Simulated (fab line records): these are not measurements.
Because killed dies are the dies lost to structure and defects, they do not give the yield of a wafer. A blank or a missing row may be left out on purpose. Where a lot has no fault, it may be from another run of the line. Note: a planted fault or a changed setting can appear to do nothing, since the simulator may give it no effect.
Which tool did it? / flow ritCmos / Sampling: 14 lots, 42 wafers, 2 of 202 route steps

## WHAT THE GAUGES READ, wafer by wafer
RIT_M1_RS_MEAS_01: measurement is done with a four-point probe.
lot=L190; measured=day 3 14:35; on=filmMetro-03; M1_AL_RS (ohm/sq)=0.0765 0.0760 0.0765
lot=L191; measured=day 3 17:11; on=filmMetro-01; M1_AL_RS (ohm/sq)=0.0762 0.0759 0.0754
lot=L192; measured=day 3 20:33; on=filmMetro-03; M1_AL_RS (ohm/sq)=0.0750 0.0744 0.0754
lot=L193; measured=day 4 01:52; on=filmMetro-03; M1_AL_RS (ohm/sq)=0.0758 0.0752 0.0767
lot=L194; measured=day 4 06:56; on=filmMetro-03; M1_AL_RS (ohm/sq)=0.0731 0.0736 0.0732
lot=L195; measured=day 4 13:46; on=filmMetro-02; M1_AL_RS (ohm/sq)=0.0752 0.0750 0.0743
lot=L197; measured=day 5 02:05; on=filmMetro-01; M1_AL_RS (ohm/sq)=0.0747 0.0743 0.0741
lot=L199; measured=day 5 09:57; on=filmMetro-01; M1_AL_RS (ohm/sq)=0.0749 0.0756 0.0763
lot=L200; measured=day 5 15:37; on=filmMetro-01; M1_AL_RS (ohm/sq)=0.0364 0.0370 0.0372 0.0365 0.0370 0.0372
lot=L201; measured=day 5 18:06; on=filmMetro-02; M1_AL_RS (ohm/sq)=0.0773 0.0764 0.0757
lot=L202; measured=day 5 23:22; on=filmMetro-01; M1_AL_RS (ohm/sq)=0.0362 0.0371 0.0372 0.0362 0.0371 0.0372
lot=L203; measured=day 6 02:39; on=filmMetro-02; M1_AL_RS (ohm/sq)=0.0758 0.0745 0.0749
lot=L210; measured=day 7 14:59; on=filmMetro-03; M1_AL_RS (ohm/sq)=0.0752 0.0738 0.0733
lot=L211; measured=day 7 18:51; on=filmMetro-01; M1_AL_RS (ohm/sq)=0.0760 0.0771 0.0761

## WHAT TOOL EACH LOT RAN ON (gives the tool, then ch and the chambers of the sampled wafers, and finally the start)
lot=L190; RIT_M1_SPUTTER_00=pvdSputter-02, day 3 14:18
lot=L191; RIT_M1_SPUTTER_00=pvdSputter-03, day 3 16:51
lot=L192; RIT_M1_SPUTTER_00=pvdSputter-02, day 3 20:15
lot=L193; RIT_M1_SPUTTER_00=pvdSputter-03, day 4 01:32
lot=L194; RIT_M1_SPUTTER_00=pvdSputter-02, day 4 06:38
lot=L195; RIT_M1_SPUTTER_00=pvdSputter-03, day 4 13:26
lot=L197; RIT_M1_SPUTTER_00=pvdSputter-03, day 5 01:46
lot=L199; RIT_M1_SPUTTER_00=pvdSputter-03, day 5 09:40
lot=L200; RIT_M1_SPUTTER_00=pvdSputter-02, day 5 14:51
lot=L201; RIT_M1_SPUTTER_00=pvdSputter-03, day 5 17:47
lot=L202; RIT_M1_SPUTTER_00=pvdSputter-02, day 5 22:35
lot=L203; RIT_M1_SPUTTER_00=pvdSputter-03, day 6 02:19
lot=L210; RIT_M1_SPUTTER_00=pvdSputter-02, day 7 14:41
lot=L211; RIT_M1_SPUTTER_00=pvdSputter-03, day 7 18:34
- RIT_M1_SPUTTER_00: material Al, target thk 400 nm, time 500 s.

## WHAT THE TOOLS THEMSELVES READ (means of the sampled wafers that have a number; where no wafer has one, the mark that the record gives instead)
RIT_M1_SPUTTER_00.
lot=L190; tool=pvdSputter-02; throttleValvePct (%)=29.4
lot=L191; tool=pvdSputter-03; throttleValvePct (%)=31.3
lot=L192; tool=pvdSputter-02; throttleValvePct (%)=30.2
lot=L193; tool=pvdSputter-03; throttleValvePct (%)=31.5
lot=L194; tool=pvdSputter-02; throttleValvePct (%)=30.9
lot=L195; tool=pvdSputter-03; throttleValvePct (%)=29.6
lot=L197; tool=pvdSputter-03; throttleValvePct (%)=30.2
lot=L199; tool=pvdSputter-03; throttleValvePct (%)=31.3
lot=L200; tool=pvdSputter-02; throttleValvePct (%)=30.2
lot=L201; tool=pvdSputter-03; throttleValvePct (%)=31.3
lot=L202; tool=pvdSputter-02; throttleValvePct (%)=29.5
lot=L203; tool=pvdSputter-03; throttleValvePct (%)=30.5
lot=L210; tool=pvdSputter-02; throttleValvePct (%)=30.7
lot=L211; tool=pvdSputter-03; throttleValvePct (%)=29.6

## THE ANSWER, worked out from the rows above alone
Rule: the lots themselves supply what counts as usual. Put in order of their means at a reading, lots are off if they are a third of the lots or fewer, leave a main group of 4 or more, and stand apart from it by a gap of 3 or more times the standard deviation of the main group's means; of several such gaps the widest counts. The tables above print the reading to a certain number of digits; a main group whose means all agree to those digits is not used. A lot without any number at a reading at which 4 lots or more have one is off too. The other lots that the step has rows for count as sound. Order of review: gauges by route order, followed by the tools' own readings, for which a lot's mean as printed above is used. At the first step where some lot is off, the reading lying furthest off is the one used; lots without a number count as furthest.
Off: L200, L202, seen at RIT_M1_RS_MEAS_01 (M1_AL_RS). The main group has a mean of 0.0753 ohm/sq with a standard deviation of 0.00096.
If a tool, at a process step before that reading, ran all the lots that are off and no sound lot after the first of them, it fits. Those tools and the gauges at RIT_M1_RS_MEAS_01 are tried in the same way. None of those tried fits.

## WHAT THE SIMULATOR HAD INSERTED
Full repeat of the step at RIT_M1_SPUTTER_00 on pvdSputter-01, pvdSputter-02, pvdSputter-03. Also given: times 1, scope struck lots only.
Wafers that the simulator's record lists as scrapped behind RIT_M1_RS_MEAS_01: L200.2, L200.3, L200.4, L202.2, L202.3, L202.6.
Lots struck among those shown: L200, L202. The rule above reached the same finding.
